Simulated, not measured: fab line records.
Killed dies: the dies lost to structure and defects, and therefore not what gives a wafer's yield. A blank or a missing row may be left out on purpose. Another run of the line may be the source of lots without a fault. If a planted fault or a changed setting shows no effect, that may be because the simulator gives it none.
Which tool was responsible? :: flow rit_cmos :: 14 lots, 42 wafers sampled, at 2 steps of a route of 202

## WHAT THE GAUGES READ, wafer by wafer
Not one reading of a measure or inspect step in the record can be checked against a usual standard deviation.

## WHICH TOOL RAN EACH LOT (tool, then ch and the chambers of the sampled wafers, then the start)
lot: L204
RIT_CONTACT_ETCH_11: rie_diel-01 ch 1,2,3, day 3 06:54
RIT_M1_PROBE_99: -

lot: L205
RIT_CONTACT_ETCH_11: rie_diel-03 ch 0,1,3, day 3 09:31
RIT_M1_PROBE_99: -

lot: L206
RIT_CONTACT_ETCH_11: rie_diel-03 ch 0,3, day 3 17:07
RIT_M1_PROBE_99: -

lot: L207
RIT_CONTACT_ETCH_11: rie_diel-01 ch 2,3, day 3 23:40
RIT_M1_PROBE_99: -

lot: L209
RIT_CONTACT_ETCH_11: rie_diel-03 ch 0,1, day 4 12:07
RIT_M1_PROBE_99: -

lot: L210
RIT_CONTACT_ETCH_11: rie_diel-04 ch 0,1,3, day 4 15:05
RIT_M1_PROBE_99: -

lot: L211
RIT_CONTACT_ETCH_11: rie_diel-03 ch 0,3, day 4 17:46
RIT_M1_PROBE_99: -

lot: L212
RIT_CONTACT_ETCH_11: rie_diel-03 ch 0,1,3, day 5 00:59
RIT_M1_PROBE_99: -

lot: L213
RIT_CONTACT_ETCH_11: rie_diel-03 ch 1,3, day 5 07:11
RIT_M1_PROBE_99: -

lot: L214
RIT_CONTACT_ETCH_11: rie_diel-04 ch 0,2,3, day 5 11:56
RIT_M1_PROBE_99: -

lot: L215
RIT_CONTACT_ETCH_11: rie_diel-03 ch 0,1,3, day 5 14:21
RIT_M1_PROBE_99: -

lot: L216
RIT_CONTACT_ETCH_11: rie_diel-04 ch 1,2,3, day 5 21:34
RIT_M1_PROBE_99: prober-01, day 6 02:32

lot: L224
RIT_CONTACT_ETCH_11: rie_diel-04 ch 2,3, day 7 13:48
RIT_M1_PROBE_99: -

lot: L225
RIT_CONTACT_ETCH_11: rie_diel-01 ch 0,1,3, day 7 16:06
RIT_M1_PROBE_99: -
- RIT_CONTACT_ETCH_11: etches SiO2 in CHF3/CF4/Ar, stops on TiSi2, target depth 480 nm, time 320 s.
- RIT_M1_PROBE_99

## AS READ BY THE TOOLS THEMSELVES (means over the sampled wafers that have a number; for cases with no such wafer, the mark the record gives instead)
RIT_CONTACT_ETCH_11. Usual: cf4_flow_sccm 9.996 sccm, standard deviation 0.028; drypump_motor_current_A 5.6 A, standard deviation 0.49; oes_product_au 0.986 a.u., standard deviation 0.015; throttle_valve_pct 8.88 %, standard deviation 0.13.
lot: L204
tool: rie_diel-01
cf4_flow_sccm (sccm): 9.979
drypump_motor_current_A (A): 5.6
oes_product_au (a.u.): 0.992
throttle_valve_pct (%): 8.85
flag: 

lot: L205
tool: rie_diel-03
cf4_flow_sccm (sccm): 9.997
drypump_motor_current_A (A): 5.3
oes_product_au (a.u.): 0.976
throttle_valve_pct (%): 8.96
flag: 

lot: L206
tool: rie_diel-03
cf4_flow_sccm (sccm): 9.991
drypump_motor_current_A (A): 5.1
oes_product_au (a.u.): 0.981
throttle_valve_pct (%): 8.96
flag: 

lot: L207
tool: rie_diel-01
cf4_flow_sccm (sccm): 9.992
drypump_motor_current_A (A): 5.6
oes_product_au (a.u.): 1.003
throttle_valve_pct (%): 8.81
flag: 

lot: L209
tool: rie_diel-03
cf4_flow_sccm (sccm): 9.988
drypump_motor_current_A (A): 5.4
oes_product_au (a.u.): 0.970
throttle_valve_pct (%): 8.96
flag: 

lot: L210
tool: rie_diel-04
cf4_flow_sccm (sccm): 10.005
drypump_motor_current_A (A): 5.9
oes_product_au (a.u.): 0.994
throttle_valve_pct (%): 8.94
flag: 

lot: L211
tool: rie_diel-03
cf4_flow_sccm (sccm): 10.012
drypump_motor_current_A (A): 5.2
oes_product_au (a.u.): 0.977
throttle_valve_pct (%): 8.95
flag: 

lot: L212
tool: rie_diel-03
cf4_flow_sccm (sccm): 10.005
drypump_motor_current_A (A): 5.3
oes_product_au (a.u.): 0.971
throttle_valve_pct (%): 8.96
flag: 

lot: L213
tool: rie_diel-03
cf4_flow_sccm (sccm): 10.019
drypump_motor_current_A (A): 4.9
oes_product_au (a.u.): 0.979
throttle_valve_pct (%): 9.00
flag: 

lot: L214
tool: rie_diel-04
cf4_flow_sccm (sccm): 9.995
drypump_motor_current_A (A): 6.0
oes_product_au (a.u.): 0.975
throttle_valve_pct (%): 8.88
flag: 

lot: L215
tool: rie_diel-03
cf4_flow_sccm (sccm): 10.003
drypump_motor_current_A (A): 5.3
oes_product_au (a.u.): 0.973
throttle_valve_pct (%): 8.96
flag: 

lot: L216
tool: rie_diel-04
cf4_flow_sccm (sccm): 9.984
drypump_motor_current_A (A): 6.0
oes_product_au (a.u.): 0.988
throttle_valve_pct (%): 8.93
flag: 

lot: L224
tool: rie_diel-04
cf4_flow_sccm (sccm): 10.007
drypump_motor_current_A (A): 6.1
oes_product_au (a.u.): 0.979
throttle_valve_pct (%): 8.86
flag: 

lot: L225
tool: rie_diel-01
cf4_flow_sccm (sccm): 10.019
drypump_motor_current_A (A): 5.5
oes_product_au (a.u.): 1.005
throttle_valve_pct (%): 8.79
flag: 

RIT_M1_PROBE_99. Usual: killed_at_contacts 0.0, standard deviation 0.16; killed_at_front_end 6.9, standard deviation 2.9; killed_dies 7.0, standard deviation 2.9; killed_open 3.4, standard deviation 2.1; killed_short 3.5, standard deviation 1.8.
lot: L216
tool: prober-01
killed_at_contacts: 0.0
killed_at_front_end: 6.3
killed_dies: 6.3
killed_open: 3.0
killed_short: 3.3
flag: 

## THE ANSWER, worked out from the rows above alone
Rule: a lot is off if the mean of its wafers that have a number lies more than 3 standard deviations from the usual mean. A lot without any number at a reading at which 4 lots or more have one is off too. The other lots that the step has rows for count as sound. First the gauges in route order, then the tools' own readings, where a lot's mean is used as printed above. The first step at which some lot is off is used, and at that step the reading that is off furthest; a lot without a number counts as furthest.
No lot is off on any of the readings shown, so nothing can be concluded from this.

## WHAT THE SIMULATOR HAD PUT IN
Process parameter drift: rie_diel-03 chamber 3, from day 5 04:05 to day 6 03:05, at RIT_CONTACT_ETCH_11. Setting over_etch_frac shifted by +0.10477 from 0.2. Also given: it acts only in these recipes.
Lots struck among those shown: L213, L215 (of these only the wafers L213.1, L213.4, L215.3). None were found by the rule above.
